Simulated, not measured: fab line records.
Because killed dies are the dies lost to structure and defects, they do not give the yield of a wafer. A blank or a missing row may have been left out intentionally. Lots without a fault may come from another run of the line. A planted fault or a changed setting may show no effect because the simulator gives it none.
Matching of chambers || flow berkeley-cmos170 || 4 sister chambers for UCB170_V2_CMP_02 on cmp-01
The step polishes SiO2. 16 wafers are shown with their chamber, then 8 later ones without.

## WAFERS PAIRED WITH THEIR CHAMBERS
{"wafer": "L854.1", "chamber": 0, "motor-current-A (A)": 14.9}
{"wafer": "L854.2", "chamber": 3, "motor-current-A (A)": 17.3}
{"wafer": "L854.3", "chamber": 1, "motor-current-A (A)": 15.2}
{"wafer": "L853.1", "chamber": 2, "motor-current-A (A)": 16.0}
{"wafer": "L853.2", "chamber": 3, "motor-current-A (A)": 16.9}
{"wafer": "L853.3", "chamber": 0, "motor-current-A (A)": 14.1}
{"wafer": "L857.1", "chamber": 1, "motor-current-A (A)": 16.4}
{"wafer": "L857.2", "chamber": 2, "motor-current-A (A)": 16.4}
{"wafer": "L857.4", "chamber": 3, "motor-current-A (A)": 17.1}
{"wafer": "L859.1", "chamber": 0, "motor-current-A (A)": 14.7}
{"wafer": "L859.3", "chamber": 3, "motor-current-A (A)": 17.4}
{"wafer": "L859.6", "chamber": 0, "motor-current-A (A)": 14.3}
{"wafer": "L861.1", "chamber": 1, "motor-current-A (A)": 16.2}
{"wafer": "L861.4", "chamber": 0, "motor-current-A (A)": 13.8}
{"wafer": "L861.5", "chamber": 0, "motor-current-A (A)": 13.8}
{"wafer": "L868.1", "chamber": 2, "motor-current-A (A)": 16.5}

SIGNATURES, as means of the wafers listed above
{"reading": "motor-current-A", "chamber 0": 14.267, "chamber 1": 15.933, "chamber 2": 16.300, "chamber 3": 17.175, "scatter within a chamber": 0.425}
Rule: a wafer's distance from a chamber is the root of the sum, over the readings, of the square of ((its reading less the chamber's mean) divided by the reading's scatter). The wafer belongs to the nearest chamber; if the next one is less than 2 further off, it can't be placed. The scatter: take each reading less its chamber's mean, square it, sum over the shown wafers, divide by the number of wafers less the number of chambers, and take the root.

## WAFERS WHOSE CHAMBER IS MISSING
{"wafer": "L868.5", "motor-current-A (A)": 17.6}
{"wafer": "L868.6", "motor-current-A (A)": 16.4}
{"wafer": "L870.1", "motor-current-A (A)": 14.5}
{"wafer": "L870.5", "motor-current-A (A)": 16.6}
{"wafer": "L870.6", "motor-current-A (A)": 16.9}
{"wafer": "L875.1", "motor-current-A (A)": 17.2}
{"wafer": "L875.2", "motor-current-A (A)": 16.5}
{"wafer": "L875.4", "motor-current-A (A)": 16.1}

## THE CHAMBER EACH PASSED THROUGH
{"wafer": "L868.5", "from the rows above": 3, "in truth": 3}
{"wafer": "L868.6", "from the rows above": "can't be placed: 2 or 1 or 3", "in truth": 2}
{"wafer": "L870.1", "from the rows above": 0, "in truth": 0}
{"wafer": "L870.5", "from the rows above": "can't be placed: 2 or 3 or 1", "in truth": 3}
{"wafer": "L870.6", "from the rows above": "can't be placed: 3 or 2 or 1", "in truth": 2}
{"wafer": "L875.1", "from the rows above": 3, "in truth": 3}
{"wafer": "L875.2", "from the rows above": "can't be placed: 2 or 1 or 3", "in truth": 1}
{"wafer": "L875.4", "from the rows above": "can't be placed: 1 or 2", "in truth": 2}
3 of 8 placed correctly. Cannot be placed on the basis of these rows: 5; the candidates contain the true chamber in 5. Placed wrongly: 0.
